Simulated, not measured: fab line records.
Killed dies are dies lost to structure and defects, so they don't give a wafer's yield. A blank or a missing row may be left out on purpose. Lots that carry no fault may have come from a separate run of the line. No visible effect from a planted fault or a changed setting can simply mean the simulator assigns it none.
One fault through the eyes of 2 desks + flow ritCmos + numbers are kept per desk, each desk with only its own; the story behind them comes last

== AT THE TOOL OWNER'S DESK: rieMetal-04 ==
The tool's own readings at RIT_M1_METAL_ETCH_12 (etches Al in Cl2/BCl3, stops on SiO2, time 165 s, target depth 600 nm): means of the sampled wafers that have a number, for each lot that ran on this tool. The brackets show how far a lot's mean lies from the usual mean; more than 4 standard deviations puts the lot out of limits, marked OUT.
Columns: A = drypumpMotorCurrentA at RIT_M1_METAL_ETCH_12, usual 5.7 A; B = oesProductAu at RIT_M1_METAL_ETCH_12, usual 0.784 a.u.; C = throttleValvePct at RIT_M1_METAL_ETCH_12, usual 8.31 %
| lot  | first seen here | A   | B     | C    |
|------|-----------------|-----|-------|------|
| L326 | day 3 09:46     | 5.9 | 0.762 | 8.29 |
| L329 | day 3 22:46     | 5.9 | 0.759 | 8.30 |
| L349 | day 8 02:54     | 5.9 | 0.796 | 8.30 |
This desk's verdict: no lot among the 3 shows anything out of limits.

== THE METROLOGY DESK ==
Lot by lot, what the gauges showed, no matter which tool ran the lot: averages of those sampled wafers that carry a number. The brackets show how far a lot's mean lies from the usual mean; more than 4 standard deviations puts the lot out of limits, marked OUT.
Columns: A = M1_AL_RS at RIT_M1_RS_MEAS_01, usual 0.0733 ohm/sq; B = M1_AL_THK at RIT_M1_THK_MEAS_02, usual 413 nm; C = cdNm at RIT_M1_CD_MEAS_09, usual 2600.0 nm; D = M1_OVL at RIT_M1_OVL_MEAS_10, usual 0.9 nm; E = cdNm at RIT_M1_CD_MEAS_90, usual 2600.9 nm; F = M1_BOW at RIT_M1_BOW_MEAS_16, usual 16 um
| lot  | first seen here | A      | B   | C      | D    | E      | F  |
|------|-----------------|--------|-----|--------|------|--------|----|
| L326 | day 3 08:19     | 0.0743 | 403 | 2599.6 | 1.3  | 2600.2 | 17 |
| L328 | day 3 20:35     | 0.0717 | 426 | 2594.8 | -0.3 | 2596.4 | 15 |
| L329 | day 3 21:10     | 0.0751 | 399 | 2600.3 | -0.4 | 2601.7 | 16 |
| L345 | day 7 06:50     | 0.0719 | 424 | 2600.1 | 1.8  | 2600.9 | 15 |
| L349 | day 8 01:14     | 0.0731 | 413 | 2595.9 | 1.4  | 2594.9 | 14 |
This desk's verdict: no lot among the 5 shows anything out of limits.

== ALL TOGETHER ==
Nothing out of limits was seen by the tool owner's desk.
Metrology desk: nothing out of limits seen.

== WHAT WAS PUT IN BY THE SIMULATOR ==
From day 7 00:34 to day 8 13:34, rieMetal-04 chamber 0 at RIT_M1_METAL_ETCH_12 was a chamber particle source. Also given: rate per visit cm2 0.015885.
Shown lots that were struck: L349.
